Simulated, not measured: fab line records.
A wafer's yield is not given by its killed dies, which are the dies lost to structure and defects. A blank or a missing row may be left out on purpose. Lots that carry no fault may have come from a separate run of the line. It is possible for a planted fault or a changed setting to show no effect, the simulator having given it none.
fab line records | flow ritCmos
[record] lots = 5 wafers = 23
route steps=202 shown ACTIVE@14 NWELL@35 PWELL@47 WELLDRIVE@50 NRETRO@55 GATE@81 NLDD@105 PLDD@122 M1@202
startH: the number of hours between the record's first day and the start of the first shown wafer of the lot | waitH: hours elapsed since this lot's preceding step | " same as the row above | L1.1+2: one row covering several wafers at once | - no value, or no start given | * or withheld: withheld | < > ~ a bound
route shown NAME@n: a module of which the file shows steps, and the number in the route of the first | usual: mean/standard deviation of fault-free wafers | same: alike in all rows | chamber/n: place in a boat | sites: readings site by site | _std_site: the values' standard deviation | _edge_site: inner sites' mean taken away from outer sites' mean | radiusMm: for every site, how far away it sits from the centre of the wafer | mask NAME#n: copy n | behind: the most recent tool/chamber to have shaped the wafer | hold: why the lot went on hold/how many hours it stayed there/how the hold came to an end | device: which transistor (n, p or np) failed to switch | end of line: the same wafers' tests at the end of the route | a step given without rows: its recipe and nothing more | killed: not the wafer's yield, but the dies lost to structure and defects at the first sort | map: a wafer's dies, x killed, . not, _ none there
set.NAME: setting as actually run; set.NAME@STEP: the setting as run at that earlier step | model.NAME: the simulator's own value behind a step, which no gauge read
lots where settings were altered on purpose, with a table for each step and a row for each wafer
[[steps]]
[step RIT_ACTIVE_ETCH_13]
[recipe] stopOn = SiO2 chemistry = SF6 target = Si3N4 timeS = 210 overEtchFrac = 0.4 SF6_flow_sccm = 200 pressureMtorr = 260 rfW = 125 targetDepthA = 2100
// columns lot.wafer tool chamber startH waitH set.rfW model.NOVOLAK_of_ACTIVE_COAT_06.thkNm
L076.2 rieDiel-01 2 27.47 0.1 125 665.2
L076.3 " 0 " " 125 653.7
L076.4 " 3 " " 125 651.2
L077.1 rieDiel-04 1 29.83 0.1 125 656
L077.2 " 2 " " 125 661.7
L077.3 " 3 " " 125 662.6
L077.4 " 0 " " 125 663.7
L077.6 " 2 " " 125 660.9
L080.2 rieDiel-04 1 45.90 0.1 125 652.6
L080.3 " 2 " " 125 660.6
L080.4 " 0 " " 113.2 682.1
L080.5 " 3 " " 113.2 686.6
L080.6 " 0 " " 125 660.4
L082.1 rieDiel-01 3 55.64 0.1 139.7 624.6
L082.2 " 2 " " 125 664.1
L082.3 " 1 " " 125 654
L082.4 " 0 " " 139.7 626.2
L082.5 " 3 " " 125 649
L085.1 rieDiel-01 0 71.15 0.1 110.2 685.6
L085.2 " 1 " " 110.2 684.3
L085.3 " 2 " " 125 668.5
L085.4 " 3 " " 125 654.3
L085.6 " 0 " " 125 658.7
[step RIT_NWELL_HARDBAKE_07]
[recipe] resist = NOVOLAK tempC = 140 timeS = 120
// columns lot.wafer tool chamber startH waitH set.tempC model.NOVOLAK_of_NWELL_COAT_01.thkNm
L077.1+3 lithoTrack-03 0 37.26 0.0 140 1132
L077.2 " 0 " " 137.5 1136
L077.4+6 " 0 " " 137.5 1137
L076.2 lithoTrack-01 0 37.55 0.1 140 1137
L076.3 " 0 " " 140 1139
L076.4 " 0 " " 140 1135
L080.2 lithoTrack-03 0 54.50 0.1 142 1145
L080.3 " 0 " " 140 1146
L080.4 " 0 " " 140 1149
L080.5 " 0 " " 142 1143
L080.6 " 0 " " 142 1146
L082.1 lithoTrack-01 0 61.48 0.0 140 1136
L082.2+5 " 0 " " 140 1138
L082.3+4 " 0 " " 136 1146
L085.1 lithoTrack-03 0 77.50 0.0 138.5 1141
L085.2 " 0 " " 138.5 1137
L085.3 " 0 " " 138.5 1138
L085.4 " 0 " " 140 1139
L085.6 " 0 " " 140 1136
[step RIT_NWELL_IMPLANT_08]
[recipe] species = P energyKev = 170 doseCm2 = 5e+13 tiltDeg = 7
// columns lot.wafer tool chamber startH waitH set.doseCm2
L077.1+4+6 implanter-01 0 37.51 0.2 4.846e+13
L077.2+3 " 0 " " 5e+13
L076.2+3+4 implanter-03 0 37.78 0.2 5e+13
L080.2+3+4+5+6 implanter-03 0 54.74 0.2 5e+13
L082.1+4+5 implanter-03 0 61.73 0.2 5e+13
L082.2+3 " 0 " " 5.154e+13
L085.1+3+4 implanter-03 0 77.75 0.2 5e+13
L085.2+6 " 0 " " 4.809e+13
[step RIT_PWELL_IMPLANT_08]
[recipe] species = B energyKev = 170 doseCm2 = 7e+13 tiltDeg = 7
// columns lot.wafer tool chamber startH waitH set.doseCm2
L077.1+3+4 implanter-01 0 39.06 0.2 7e+13
L077.2+6 " 0 " " 6.788e+13
L076.2+3+4 implanter-03 0 39.59 0.2 7e+13
L080.2+5 implanter-02 0 56.46 0.2 6.784e+13
L080.3+4+6 " 0 " " 7e+13
L082.1+2 implanter-02 0 63.74 0.2 6.864e+13
L082.3+4+5 " 0 " " 7e+13
L085.1+2+4 implanter-03 0 79.52 0.2 7e+13
L085.3+6 " 0 " " 7.254e+13
[step RIT_PWELL_STRIP_09]
[recipe] chemistry = O2 timeS = 180 resist = NOVOLAK platenTempC = withheld powerW = 500 pressureMtorr = 4000 o2FlowSccm = 4000
[step RIT_WELLDRIVE_ANNEAL_00]
[recipe] tempC = 1100 timeS = 14700 ambient = N2
[step RIT_WELLDRIVE_RS_MEAS_01]
[recipe] thkMeasGauge = four-point-probe
[usual] NWELL_RS = 275.5/0.91
// columns lot.wafer tool chamber startH waitH set.doseCm2@NWELL_IMPLANT_08 NWELL_RS[ohm/sq]
L077.1 filmMetro-01 - 44.53 0.0 4.846e+13 280.2
L077.2 " - " " 5e+13 274.7
L077.3 " - " " 5e+13 274.6
L077.4 " - " " 4.846e+13 280.1
L077.6 " - " " 4.846e+13 279.6
L076.2 filmMetro-01 - 45.06 0.0 5e+13 274.7
L076.3 " - " " 5e+13 274.6
L076.4 " - " " 5e+13 274.6
L080.2 filmMetro-03 - 62.86 0.0 5e+13 275.9
L080.3 " - " " 5e+13 275.3
L080.4 " - " " 5e+13 277.0
L080.5 " - " " 5e+13 275.1
L080.6 " - " " 5e+13 275.3
L082.1 filmMetro-02 - 69.23 0.0 5e+13 275.6
L082.2 " - " " 5.154e+13 269.6
L082.3 " - " " 5.154e+13 269.6
L082.4 " - " " 5e+13 275.1
L082.5 " - " " 5e+13 274.1
L085.1 filmMetro-01 - 86.74 0.0 5e+13 276.2
L085.2 " - " " 4.809e+13 282.2
L085.3 " - " " 5e+13 275.4
L085.4 " - " " 5e+13 275.8
L085.6 " - " " 4.809e+13 282.8
[step RIT_WELLDRIVE_RS_MEAS_02]
[recipe] thkMeasGauge = four-point-probe
[usual] PWELL_RS = 430.0/1.4
// columns lot.wafer tool chamber startH waitH set.doseCm2@PWELL_IMPLANT_08 PWELL_RS[ohm/sq]
L077.1 filmMetro-01 - 44.65 0.1 7e+13 429.0
L077.2 " - " " 6.788e+13 439.7
L077.3 " - " " 7e+13 429.8
L077.4 " - " " 7e+13 430.8
L077.6 " - " " 6.788e+13 439.4
L076.2 filmMetro-01 - 45.18 0.1 7e+13 432.2
L076.3 " - " " 7e+13 433.0
L076.4 " - " " 7e+13 431.6
L080.2 filmMetro-03 - 62.98 0.1 6.784e+13 438.5
L080.3 " - " " 7e+13 430.3
L080.4 " - " " 7e+13 431.0
L080.5 " - " " 6.784e+13 438.9
L080.6 " - " " 7e+13 431.0
L082.1 filmMetro-02 - 69.35 0.1 6.864e+13 433.7
L082.2 " - " " 6.864e+13 435.2
L082.3 " - " " 7e+13 429.7
L082.4 " - " " 7e+13 428.2
L082.5 " - " " 7e+13 427.9
L085.1 filmMetro-01 - 86.86 0.1 7e+13 432.9
L085.2 " - " " 7e+13 431.1
L085.3 " - " " 7.254e+13 420.7
L085.4 " - " " 7e+13 431.1
L085.6 " - " " 7.254e+13 422.3
[step RIT_NRETRO_SOFTBAKE_02]
[recipe] resist = NOVOLAK tempC = 90 timeS = 60
// columns lot.wafer tool chamber startH waitH set.tempC
L077.1+2 lithoTrack-02 0 45.17 0.1 86.53
L077.3+4+6 " 0 " " 90
L076.2+3+4 lithoTrack-03 0 45.60 0.1 90
L080.2+3+4+5+6 lithoTrack-04 0 63.43 0.1 90
L082.1+2+4 lithoTrack-02 0 69.77 0.1 90
L082.3+5 " 0 " " 93.2
L085.1+3+6 lithoTrack-02 0 87.28 0.1 90
L085.2+4 " 0 " " 92.8
[step RIT_NRETRO_EXPOSE_03]
[recipe] maskId = M4 na = 0.57 targetCdNm = 43900 doseMj = 250
[step RIT_NRETRO_PEB_04]
[recipe] resist = NOVOLAK tempC = withheld timeS = withheld
[step RIT_NRETRO_DEVELOP_05]
[recipe] resist = NOVOLAK developTimeS = 68 devTempC = 23
// columns lot.wafer tool chamber startH waitH set.tempC@NRETRO_SOFTBAKE_02 model.NOVOLAK_of_NRETRO_COAT_01.thkNm
L077.1 lithoTrack-04 0 - - 86.53 1308
L077.2 " 0 " " 86.53 1306
L077.3 " 0 " " 90 1298
L077.4 " 0 " " 90 1291
L077.6 " 0 " " 90 1296
L076.2+3+4 lithoTrack-02 0 - - 90 1291
L080.2 lithoTrack-02 0 - - 90 1301
L080.3 " 0 " " 90 1295
L080.4 " 0 " " 90 1292
L080.5+6 " 0 " " 90 1298
L082.1+2 lithoTrack-04 0 - - 90 1299
L082.3 " 0 " " 93.2 1293
L082.4 " 0 " " 90 1303
L082.5 " 0 " " 93.2 1295
L085.1 lithoTrack-02 0 - - 90 1302
L085.2 " 0 " " 92.8 1289
L085.3+6 " 0 " " 90 1300
L085.4 " 0 " " 92.8 1288
[step RIT_NRETRO_IMPLANT_08]
[recipe] species = P energyKev = 70 doseCm2 = 1e+13 tiltDeg = 7
// columns lot.wafer tool chamber startH waitH set.doseCm2
L077.1+2+3 implanter-02 0 46.04 0.2 1e+13
L077.4+6 " 0 " " 1.073e+13
L076.2+3+4 implanter-04 0 46.59 0.2 1e+13
L080.2+4+5 implanter-04 0 64.42 0.2 1e+13
L080.3+6 " 0 " " 9.378e+12
L082.1+4 implanter-04 0 70.68 0.2 9.709e+12
L082.2+3+5 " 0 " " 1e+13
L085.1+4+6 implanter-02 0 88.14 0.2 1e+13
L085.2+3 " 0 " " 9.634e+12
[step RIT_NRETRO_STRIP_09]
[recipe] chemistry = O2 timeS = 180 resist = NOVOLAK platenTempC = withheld powerW = 500 pressureMtorr = 4000 o2FlowSccm = 4000
[step RIT_NRETRO_TW_MEAS_10]
[usual] NRETRO_TW = 1047/10
// columns lot.wafer tool chamber startH waitH set.doseCm2@NRETRO_IMPLANT_08 NRETRO_TW
L077.1 filmMetro-04 - 46.36 0.1 1e+13 1043
L077.2 " - " " 1e+13 1044
L077.3 " - " " 1e+13 1046
L077.4 " - " " 1.073e+13 1066
L077.6 " - " " 1.073e+13 1067
L076.2 filmMetro-03 - 46.90 0.1 1e+13 1045
L076.3 " - " " 1e+13 1046
L076.4 " - " " 1e+13 1053
L080.2 filmMetro-04 - 64.73 0.1 1e+13 1028
L080.3 " - " " 9.378e+12 1006
L080.4 " - " " 1e+13 1034
L080.5 " - " " 1e+13 1032
L080.6 " - " " 9.378e+12 1012
L082.1 filmMetro-04 - 71.00 0.1 9.709e+12 1024
L082.2 " - " " 1e+13 1031
L082.3 " - " " 1e+13 1033
L082.4 " - " " 9.709e+12 1021
L082.5 " - " " 1e+13 1034
L085.1 filmMetro-03 - 88.47 0.1 1e+13 1048
L085.2 " - " " 9.634e+12 1038
L085.3 " - " " 9.634e+12 1034
L085.4 " - " " 1e+13 1049
L085.6 " - " " 1e+13 1048
[step RIT_GATE_OXIDATION_05]
[recipe] tempC = 900 ambient = O2 targetThkA = 30 oxTimeS = 270
// columns lot.wafer tool chamber startH waitH set.oxTimeS model.SiO2_of_GATE_OXIDATION_05.thkNm
L076.2 furnace-01 0 50.09 1.1 270 2.995
L076.3 " 0 " " 270 2.994
L076.4 " 0 " " 270 3.02
L077.1 - - - 1.3 249.8 2.944
L077.2 " - " " 249.8 2.874
L077.3 " - " " 249.8 2.917
L077.4 " - " " 249.8 2.883
L077.6 " - " " 249.8 2.934
L080.2 - - - 1.4 249.5 2.828
L080.3 " - " " 249.5 2.79
L080.4 " - " " 249.5 2.766
L080.5 " - " " 249.5 2.848
L080.6 " - " " 249.5 2.816
L082.1 - - - 0.3 286.4 3.177
L082.2 " - " " 286.4 3.188
L082.3 " - " " 286.4 3.173
L082.4 " - " " 286.4 3.218
L082.5 " - " " 286.4 3.21
L085.1 - - - 2.8 270 3.073
L085.2 " - " " 270 3.084
L085.3 " - " " 270 3.108
L085.4 " - " " 270 3.097
L085.6 " - " " 270 3.051
[step RIT_GATE_EXPOSE_13]
[recipe] maskId = M6 na = 0.6 sourceShape = conventional sigmaOuter = 0.6 targetCdNm = 150 doseMj = 380
// columns lot.wafer tool chamber startH waitH mask set.doseMj
L077.1+4+6 ilineStepper-01 0 56.22 0.2 M6#0 380
L077.2+3 " 0 " " M6#0 351.9
L076.2+3+4 ilineStepper-02 0 56.48 0.3 M6#0 380
L080.2+3+6 ilineStepper-01 0 72.65 0.2 M6#0 394.4
L080.4+5 " 0 " " M6#0 380
L082.1+2+3+4+5 ilineStepper-02 0 78.00 0.1 M6#0 380
L085.1+2+6 ilineStepper-02 0 100.26 0.2 M6#0 402
L085.3+4 " 0 " " M6#0 380
[step RIT_GATE_PEB_14]
[recipe] resist = NOVOLAK tempC = withheld timeS = withheld
[step RIT_GATE_DEVELOP_15]
[recipe] resist = NOVOLAK developTimeS = 50 devTempC = 23
[step RIT_GATE_CD_MEAS_16]
[recipe] targetCdNm = 150
[usual] cdNm = 149.9/2.1
// columns lot.wafer tool chamber startH waitH set.doseMj@GATE_EXPOSE_13 cdNm
L077.1 cdSem-01 - 56.62 - 380 151.3
L077.2 " - " " 351.9 190.3
L077.3 " - " " 351.9 192.7
L077.4 " - " " 380 156.8
L077.6 " - " " 380 152.9
L076.2 cdSem-02 - 56.92 - 380 150.7
L076.3 " - " " 380 152.2
L076.4 " - " " 380 148.1
L080.2 cdSem-02 - 73.05 - 394.4 128.7
L080.3 " - " " 394.4 129.6
L080.4 " - " " 380 148.4
L080.5 " - " " 380 148.9
L080.6 " - " " 394.4 128.9
L082.1 cdSem-01 - 78.40 - 380 150.2
L082.2 " - " " 380 151.8
L082.3 " - " " 380 151.5
L082.4 " - " " 380 149.1
L082.5 " - " " 380 153.4
L085.1 cdSem-02 - 100.66 - 402 122.0
L085.2 " - " " 402 119.0
L085.3 " - " " 380 151.1
L085.4 " - " " 380 147.0
L085.6 " - " " 402 119.6
[step RIT_GATE_HARDBAKE_18]
[recipe] resist = NOVOLAK tempC = 140 timeS = 60
[step RIT_GATE_ETCH_19]
[recipe] chemistry = SF6/CHF3/O2 timeS = 165 SF6_flow_sccm = 30 CHF3_flow_sccm = 30 O2_flow_sccm = 5 target = poly-Si pressureMtorr = 40 rfW = 160 targetDepthA = 3125 overEtchFrac = 0.25 stopOn = SiO2
// columns lot.wafer tool chamber startH waitH set.doseMj@GATE_EXPOSE_13 model.GATE.cdNm
L077.1 rieSi-01 1 56.92 0.1 380 151.6
L077.2 " 2 " " 351.9 190.3
L077.3 " 1 " " 351.9 193
L077.4 " 2 " " 380 157.2
L077.6 " 2 " " 380 153.3
L076.2 rieSi-02 3 57.21 0.1 380 150.6
L076.3 " 2 " " 380 152.1
L076.4 " 1 " " 380 147.8
L080.2 rieSi-01 2 73.34 0.1 394.4 128.8
L080.3 " 0 " " 394.4 129.6
L080.4 " 0 " " 380 148.5
L080.5 " 2 " " 380 149.2
L080.6 " 1 " " 394.4 129.2
L082.1 rieSi-01 2 78.71 0.1 380 149.9
L082.2 " 1 " " 380 152.3
L082.3 " 0 " " 380 151.7
L082.4 " 1 " " 380 149.2
L082.5 " 0 " " 380 153.6
L085.1 rieSi-02 0 100.97 0.1 402 122.4
L085.2 " 2 " " 402 118.8
L085.3 " 1 " " 380 151
L085.4 " 3 " " 380 147.1
L085.6 " 0 " " 402 119.9
[step RIT_GATE_STRIP_20]
[recipe] chemistry = O2 timeS = 180 resist = NOVOLAK platenTempC = withheld powerW = 500 pressureMtorr = 4000 o2FlowSccm = 4000
// columns lot.wafer tool chamber startH waitH set.o2FlowSccm
L077.1+3+4 plasmaAsher-02 0,1,0 57.09 0.1 4000
L077.2+6 " 1,0 " " 4164
L076.2+3+4 plasmaAsher-04 0,0,1 57.32 0.1 4000
L080.2+3 plasmaAsher-04 1 73.45 0.1 4000
L080.4+5+6 " 0,1,0 " " 3827
L082.1+3 plasmaAsher-04 1,0 78.82 0.1 4597
L082.2+4+5 " 0,1,0 " " 4000
L085.1+2+3+4+6 plasmaAsher-04 1,0,1,0,1 101.08 0.1 4000
[step RIT_GATE_CD_MEAS_90]
[recipe] targetCdNm = 150
[usual] cdNm = 149.9/2.1
// columns lot.wafer tool chamber startH waitH set.doseMj@GATE_EXPOSE_13 cdNm
L077.1 cdSem-01 - 57.26 0.1 380 151.6
L077.2 " - " " 351.9 190.3
L077.3 " - " " 351.9 193.1
L077.4 " - " " 380 157.2
L077.6 " - " " 380 153.5
L076.2 cdSem-02 - 57.51 0.1 380 150.9
L076.3 " - " " 380 152.2
L076.4 " - " " 380 148.0
L080.2 cdSem-01 - 73.64 0.1 394.4 129.2
L080.3 " - " " 394.4 129.5
L080.4 " - " " 380 148.8
L080.5 " - " " 380 149.0
L080.6 " - " " 394.4 129.8
L082.1 cdSem-02 - 78.99 0.1 380 149.8
L082.2 " - " " 380 152.1
L082.3 " - " " 380 151.4
L082.4 " - " " 380 148.8
L082.5 " - " " 380 153.5
L085.1 cdSem-01 - 101.25 0.1 402 122.6
L085.2 " - " " 402 118.5
L085.3 " - " " 380 151.2
L085.4 " - " " 380 147.0
L085.6 " - " " 402 120.1
[step RIT_NLDD_SOFTBAKE_02]
[recipe] resist = NOVOLAK tempC = 90 timeS = 60
// columns lot.wafer tool chamber startH waitH set.tempC
L077.1+2+6 lithoTrack-02 0 60.71 0.1 87.91
L077.3+4 " 0 " " 90
L076.2+3+4 lithoTrack-02 0 62.38 0.1 90
L080.2+3+4+5+6 lithoTrack-01 0 77.38 0.1 90
L082.1+2+3+4+5 lithoTrack-03 0 82.39 0.1 90
L085.1+6 lithoTrack-03 0 105.14 0.1 90
L085.2+3+4 " 0 " " 88.5
[step RIT_NLDD_EXPOSE_03]
[recipe] maskId = M7 na = 0.57 targetCdNm = 40700 doseMj = 250
[step RIT_NLDD_PEB_04]
[recipe] resist = NOVOLAK tempC = withheld timeS = withheld
[step RIT_NLDD_DEVELOP_05]
[recipe] resist = NOVOLAK developTimeS = 50 devTempC = 23
// columns lot.wafer tool chamber startH waitH set.tempC@NLDD_SOFTBAKE_02 model.NOVOLAK_of_NLDD_COAT_01.thkNm
L077.1 lithoTrack-01 0 - - 87.91 1008
L077.2 " 0 " " 87.91 1007
L077.3+4 " 0 " " 90 1003
L077.6 " 0 " " 87.91 1009
L076.2 lithoTrack-02 0 - - 90 999.1
L076.3 " 0 " " 90 999.8
L076.4 " 0 " " 90 998.4
L080.2+6 lithoTrack-02 0 - - 90 1001
L080.3+5 " 0 " " 90 1002
L080.4 " 0 " " 90 1000
L082.1 lithoTrack-02 0 - - 90 998.6
L082.2 " 0 " " 90 998.1
L082.3 " 0 " " 90 996.8
L082.4 " 0 " " 90 995.4
L082.5 " 0 " " 90 998.2
L085.1 lithoTrack-03 0 - - 90 995.2
L085.2 " 0 " " 88.5 999.5
L085.3 " 0 " " 88.5 1000
L085.4 " 0 " " 88.5 1001
L085.6 " 0 " " 90 996.6
[step RIT_NLDD_IMPLANT_08]
[recipe] species = P energyKev = 20 doseCm2 = 5e+14 tiltDeg = 7
// columns lot.wafer tool chamber startH waitH set.doseCm2
L077.1+4 implanter-01 0 61.57 0.1 5e+14
L077.2+3+6 " 0 " " 5.236e+14
L076.2+3+4 implanter-01 0 63.14 0.1 5e+14
L080.2+4 implanter-01 0 78.11 0.1 5e+14
L080.3+5+6 " 0 " " 5.211e+14
L082.1+3+5 implanter-03 0 83.23 0.1 5e+14
L082.2+4 " 0 " " 4.886e+14
L085.1+3+6 implanter-01 0 105.87 0.1 5e+14
L085.2+4 " 0 " " 5.339e+14
[step RIT_NLDD_STRIP_09]
[recipe] chemistry = O2 timeS = 180 resist = NOVOLAK platenTempC = withheld powerW = 500 pressureMtorr = 4000 o2FlowSccm = 4000
[step RIT_NLDD_TW_MEAS_10]
[usual] NLDD_TW = 2489/18
// columns lot.wafer tool chamber startH waitH set.doseCm2@NLDD_IMPLANT_08 NLDD_TW
L077.1 filmMetro-03 - 61.89 0.1 5e+14 2469
L077.2 " - " " 5.236e+14 2508
L077.3 " - " " 5.236e+14 2499
L077.4 " - " " 5e+14 2471
L077.6 " - " " 5.236e+14 2500
L076.2 filmMetro-03 - 63.45 0.1 5e+14 2484
L076.3 " - " " 5e+14 2476
L076.4 " - " " 5e+14 2472
L080.2 filmMetro-02 - 78.42 0.1 5e+14 2498
L080.3 " - " " 5.211e+14 2534
L080.4 " - " " 5e+14 2505
L080.5 " - " " 5.211e+14 2538
L080.6 " - " " 5.211e+14 2545
L082.1 filmMetro-02 - 83.56 0.1 5e+14 2504
L082.2 " - " " 4.886e+14 2487
L082.3 " - " " 5e+14 2504
L082.4 " - " " 4.886e+14 2488
L082.5 " - " " 5e+14 2496
L085.1 filmMetro-04 - 106.20 0.1 5e+14 2475
L085.2 " - " " 5.339e+14 2512
L085.3 " - " " 5e+14 2486
L085.4 " - " " 5.339e+14 2526
L085.6 " - " " 5e+14 2471
[step RIT_PLDD_IMPLANT_08]
[recipe] species = BF2 energyKev = 20 doseCm2 = 9e+14 tiltDeg = 7
// columns lot.wafer tool chamber startH waitH set.energyKev model.implant.drpNm
L077.1+2 implanter-03 0 63.37 0.1 19.31 9.514
L077.3+4+6 " 0 " " 20 9.752
L076.2+3+4 implanter-01 0 64.57 0.1 20 9.752
L080.2+5+6 implanter-01 0 79.66 0.1 20 9.752
L080.3+4 " 0 " " 19.45 9.562
L082.1+2+3 implanter-03 0 84.78 0.1 20.57 9.946
L082.4+5 " 0 " " 20 9.752
L085.1+2+3+4+6 implanter-02 0 107.42 0.1 20 9.752
[step RIT_M1_PROBE_99]
// columns lot.wafer tool chamber startH waitH set.doseMj@GATE_EXPOSE_13 model.etest.nmos_0p15.rOnOhmUm model.etest.pmos_0p15.rOnOhmUm model.etest.pmos_0p3.rOnOhmUm model.etest.pmosTurned.rOnOhmUm
L077.2 prober-01 - 78.03 0.1 351.9 1304 3504 6550 4041
L077.3 prober-01 - 78.08 0.2 351.9 - - - -
L077.4 prober-01 - 78.13 0.2 380 - - - -
L077.6 prober-01 - 78.23 0.2 380 1059 2631 6169 3146
L076.2 prober-02 - 79.53 0.1 380 1164 2780 6388 3453
L076.3 prober-02 - 79.58 0.2 380 1169 2841 6323 3483
L076.4 prober-02 - 79.63 0.2 380 1121 2698 6294 3342
L080.2 prober-01 - 93.66 0.1 394.4 1020 2389 5941 3088
L080.3 prober-01 - 93.71 0.2 394.4 971.1 2390 5820 3060
L080.4 prober-01 - 93.76 0.2 380 1070 2757 6004 3539
L080.5 prober-01 - 93.81 0.2 380 1094 2778 6070 3440
L080.6 prober-01 - 93.86 0.2 394.4 968.5 2319 5760 3014
// killed by level:class
L076.2 GATE:geometricParticle:open=4 GATE:geometricParticle:short=2 FOX2:geometricParticle:open=1 REOX:geometricParticle:short=1 SPACER:geometricParticle:open=1
L076.3 FOX2:geometricParticle:open=1
L076.4 FOX2:geometricParticle:open=3 GATE:geometricParticle:short=3 REOX:geometricParticle:open=2 GATE:geometricParticle:open=1 REOX:geometricParticle:short=1
[[key]]
[split] step = RIT_ACTIVE_ETCH_13 setting = rfW stated = 125 by = wafer
[response] step = RIT_ACTIVE_ETCH_13 reading = model.NOVOLAK_of_ACTIVE_COAT_06.thkNm change = -2.44 per = 1% r = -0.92
[split] step = RIT_NWELL_HARDBAKE_07 setting = tempC stated = 140 by = wafer
[response] step = RIT_NWELL_HARDBAKE_07 reading = model.NOVOLAK_of_NWELL_COAT_01.thkNm change = -2.6 per = 1% r = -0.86
[split] step = RIT_NWELL_IMPLANT_08 setting = doseCm2 stated = 5e+13 by = wafer
[response] step = RIT_WELLDRIVE_RS_MEAS_01 reading = NWELL_RS change = -1.74 per = 1% r = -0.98
[split] step = RIT_PWELL_IMPLANT_08 setting = doseCm2 stated = 7e+13 by = wafer
[response] step = RIT_WELLDRIVE_RS_MEAS_02 reading = PWELL_RS change = -2.87 per = 1% r = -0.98
[split] step = RIT_NRETRO_SOFTBAKE_02 setting = tempC stated = 90 by = wafer
[response] step = RIT_NRETRO_DEVELOP_05 reading = model.NOVOLAK_of_NRETRO_COAT_01.thkNm change = -2.98 per = 1% r = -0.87
[split] step = RIT_NRETRO_IMPLANT_08 setting = doseCm2 stated = 1e+13 by = wafer
[response] step = RIT_NRETRO_TW_MEAS_10 reading = NRETRO_TW change = +3.28 per = 1% r = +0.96
[split] step = RIT_GATE_OXIDATION_05 setting = oxTimeS stated = 270 by = lot
[response] step = RIT_GATE_OXIDATION_05 reading = model.SiO2_of_GATE_OXIDATION_05.thkNm change = +0.0247 per = 1% r = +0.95
[split] step = RIT_GATE_EXPOSE_13 setting = doseMj stated = 380 by = wafer
[response] step = RIT_GATE_CD_MEAS_16 reading = cdNm change = -5.08 per = 1% r = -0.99
[response] step = RIT_GATE_ETCH_19 reading = model.GATE.cdNm change = -5.06 per = 1% r = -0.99
[response] step = RIT_GATE_CD_MEAS_90 reading = cdNm change = -5.05 per = 1% r = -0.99
[response] step = RIT_M1_PROBE_99 reading = model.etest.pmos_0p3.rOnOhmUm change = -51.7 per = 1% r = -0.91
[response] step = RIT_M1_PROBE_99 reading = model.etest.pmosTurned.rOnOhmUm change = -119 per = 1% r = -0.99
[response] step = RIT_M1_PROBE_99 reading = model.etest.pmos_0p15.rOnOhmUm change = -113 per = 1% r = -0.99
[response] step = RIT_M1_PROBE_99 reading = model.etest.nmos_0p15.rOnOhmUm change = -30 per = 1% r = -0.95
[split] step = RIT_GATE_STRIP_20 setting = o2FlowSccm stated = 4000 by = wafer
response none clear
[split] step = RIT_NLDD_SOFTBAKE_02 setting = tempC stated = 90 by = wafer
[response] step = RIT_NLDD_DEVELOP_05 reading = model.NOVOLAK_of_NLDD_COAT_01.thkNm change = -2.33 per = 1% r = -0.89
[split] step = RIT_NLDD_IMPLANT_08 setting = doseCm2 stated = 5e+14 by = wafer
[response] step = RIT_NLDD_TW_MEAS_10 reading = NLDD_TW change = +6.86 per = 1% r = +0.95
[split] step = RIT_PLDD_IMPLANT_08 setting = energyKev stated = 20 by = wafer
[response] step = RIT_PLDD_IMPLANT_08 reading = model.implant.drpNm change = +0.0687 per = 1% r = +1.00
